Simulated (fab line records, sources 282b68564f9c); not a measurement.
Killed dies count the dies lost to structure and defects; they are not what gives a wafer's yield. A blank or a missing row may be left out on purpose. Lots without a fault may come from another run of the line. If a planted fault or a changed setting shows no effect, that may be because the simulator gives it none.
Which tool was responsible? + flow rit_cmos + 14 lots with 42 wafers sampled at 4 steps, on a route of 202 steps

WHAT EACH GAUGE READ, for each wafer
RIT_ACTIVE_BOW_MEAS_00.
| lot  | measured    | on            | INCOMING_BOW (um) |
|------|-------------|---------------|-------------------|
| L219 | day 1 10:00 | film_metro-04 | -7 4 1            |
| L220 | day 1 15:00 | film_metro-02 | 9 2 6             |
| L223 | day 2 06:00 | film_metro-03 | -3 1 4            |
| L225 | day 2 16:00 | film_metro-03 | -14 0 4           |
| L227 | day 3 02:01 | film_metro-03 | 1 2 8             |
| L228 | day 3 07:00 | film_metro-02 | 0 1 12            |
| L229 | day 3 12:01 | film_metro-03 | 2 -2 11           |
| L230 | day 3 17:00 | film_metro-04 | -11 10 3          |
| L231 | day 3 22:04 | film_metro-03 | 2 -5 -5           |
| L235 | day 4 18:00 | film_metro-02 | -2 3 8            |
| L236 | day 4 23:00 | film_metro-04 | 10 -7 1           |
| L238 | day 5 09:02 | film_metro-03 | 2 2 -7            |
| L241 | day 6 00:01 | film_metro-02 | 3 -2 -1           |
| L242 | day 6 05:01 | film_metro-04 | 2 3 11            |

RIT_FOX1_THK_MEAS_01.
| lot  | measured    | on            | FOX1_OXIDE_THK (nm) |
|------|-------------|---------------|---------------------|
| L219 | day 1 19:04 | film_metro-01 | 355 355 356         |
| L220 | day 1 23:56 | film_metro-01 | 361 361 366         |
| L223 | day 2 15:14 | film_metro-03 | 358 361 364         |
| L225 | day 3 01:31 | film_metro-02 | 347 352 355         |
| L227 | day 3 10:49 | film_metro-03 | 349 353 358         |
| L228 | day 3 16:55 | film_metro-01 | 347 347 349         |
| L229 | day 3 19:47 | film_metro-01 | 355 363 355         |
| L230 | day 4 00:55 | film_metro-01 | 347 338 345         |
| L231 | day 4 06:40 | film_metro-02 | 353 353 354         |
| L235 | day 5 02:43 | film_metro-01 | 355 349 353         |
| L236 | day 5 06:50 | film_metro-03 | 367 362 365         |
| L238 | day 5 18:06 | film_metro-01 | 358 362 366         |
| L241 | day 6 07:38 | film_metro-02 | 358 361 356         |
| L242 | day 6 11:59 | film_metro-01 | 355 353 356         |

RIT_SILICIDE_THK_MEAS_03: measures by xrf.
| lot  | measured    | on            | SILICIDE_TI_THK (nm) |
|------|-------------|---------------|----------------------|
| L219 | day 3 04:26 | film_metro-01 | 30.8 30.5 30.5       |
| L220 | day 3 13:04 | film_metro-01 | 30.5 30.9 30.6       |
| L223 | day 4 02:25 | film_metro-04 | 30.4 30.5 30.6       |
| L225 | day 4 10:02 | film_metro-04 | 30.4 30.2 30.3       |
| L227 | day 4 23:44 | film_metro-01 | 30.7 30.6 30.6       |
| L228 | day 5 03:49 | film_metro-01 | 30.2 29.9 30.2       |
| L229 | day 5 07:43 | film_metro-02 | 30.7 31.1 30.6       |
| L230 | day 5 12:26 | film_metro-04 | 30.4 30.3 30.6       |
| L231 | day 5 20:52 | film_metro-01 | 30.3 30.7 30.4       |
| L235 | day 6 12:31 | film_metro-04 | 30.6 30.5 30.5       |
| L236 | day 6 19:52 | film_metro-01 | 30.7 30.9 31.0       |
| L238 | day 7 03:56 | film_metro-02 | 30.8 30.8 30.6       |
| L241 | day 7 18:52 | film_metro-01 | 30.3 30.4 29.7       |
| L242 | day 8 02:40 | film_metro-02 | 30.8 31.0 30.9       |

WHICH TOOL RAN EACH LOT (tool, then ch and the chambers of the sampled wafers, then the start)
| lot  | RIT_PWELL_SOFTBAKE_02            |
|------|----------------------------------|
| L219 | litho_track-01 ch 0, day 1 23:25 |
| L220 | litho_track-03 ch 0, day 2 04:24 |
| L223 | litho_track-02 ch 0, day 2 19:39 |
| L225 | litho_track-03 ch 0, day 3 05:58 |
| L227 | litho_track-02 ch 0, day 3 16:17 |
| L228 | litho_track-01 ch 0, day 3 21:23 |
| L229 | litho_track-01 ch 0, day 4 00:05 |
| L230 | litho_track-01 ch 0, day 4 05:20 |
| L231 | litho_track-01 ch 0, day 4 11:12 |
| L235 | litho_track-03 ch 0, day 5 07:19 |
| L236 | litho_track-01 ch 0, day 5 11:46 |
| L238 | litho_track-03 ch 0, day 5 22:40 |
| L241 | litho_track-02 ch 0, day 6 11:56 |
| L242 | litho_track-02 ch 0, day 6 16:17 |
- RIT_PWELL_SOFTBAKE_02: time 61.43 s.

WHAT THE TOOLS THEMSELVES READ (means of the sampled wafers that have a number; where no wafer has one, the mark that the record gives instead)
RIT_PWELL_SOFTBAKE_02.
| lot  | tool           | heater_power_total_W (W) | plate_sensor_t_centre_C (C) | plate_sensor_t_edge_C (C) |
|------|----------------|--------------------------|-----------------------------|---------------------------|
| L219 | litho_track-01 | 34.55                    | 90.959                      | 91.012                    |
| L220 | litho_track-03 | 34.59                    | 90.976                      | 91.017                    |
| L223 | litho_track-02 | 34.55                    | 90.964                      | 91.023                    |
| L225 | litho_track-03 | 34.54                    | 90.964                      | 91.024                    |
| L227 | litho_track-02 | 34.56                    | 90.971                      | 91.014                    |
| L228 | litho_track-01 | 34.59                    | 90.982                      | 91.019                    |
| L229 | litho_track-01 | 34.58                    | 90.969                      | 91.009                    |
| L230 | litho_track-01 | 34.55                    | 90.973                      | 91.027                    |
| L231 | litho_track-01 | 35.01                    | 91.839                      | 91.894                    |
| L235 | litho_track-03 | 34.62                    | 90.967                      | 91.025                    |
| L236 | litho_track-01 | 34.99                    | 91.828                      | 91.891                    |
| L238 | litho_track-03 | 34.59                    | 90.966                      | 91.022                    |
| L241 | litho_track-02 | 34.55                    | 90.971                      | 91.017                    |
| L242 | litho_track-02 | 34.57                    | 90.961                      | 91.026                    |

THE ANSWER, worked out from the rows above alone
Rule: what is usual is taken from the lots themselves. Put in order of their means at a reading, lots are off if they are a third of the lots or fewer, leave a main group of 4 or more, and stand apart from it by a gap of 3 or more times the standard deviation of the main group's means; of several such gaps the widest counts. If all means in a main group match to the digits the tables above print for the reading, that group is not used. A lot without any number at a reading at which 4 lots or more have one is off too. All remaining lots with rows at the step are treated as sound. Order of review: gauges by route order, followed by the tools' own readings, for which a lot's mean as printed above is used. The first step at which some lot is off is used, and at that step the reading that is off furthest; a lot without a number counts as furthest.
Off at RIT_PWELL_SOFTBAKE_02 (plate_sensor_t_edge_C): L231, L236. Main group: mean 91.020 C, sd 0.0056.
A tool fits if, at that step or a process step before it, it ran every lot that is off, and no sound lot after the first of them. One candidate fits, namely litho_track-01 at RIT_PWELL_SOFTBAKE_02. Its last sound lot is L230 (day 4 05:20), its first lot that is off L231 (day 4 11:12): a fault that began between those two fits.
The tool's own readings at RIT_PWELL_SOFTBAKE_02 bear it out: on the lots that are off they differ by more than 5 times the standard deviation of the sound lots' means. heater_power_total_W reads 35.00 W there against 34.57 W on the sound lots; plate_sensor_t_centre_C reads 91.834 C there against 90.969 C on the sound lots; plate_sensor_t_edge_C reads 91.893 C there against 91.020 C on the sound lots.

WHAT THE SIMULATOR PUT IN
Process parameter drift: litho_track-01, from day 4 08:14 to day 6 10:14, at RIT_PWELL_SOFTBAKE_02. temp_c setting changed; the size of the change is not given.
Shown lots that were struck: L231, L236. This agrees with what the rule above found.
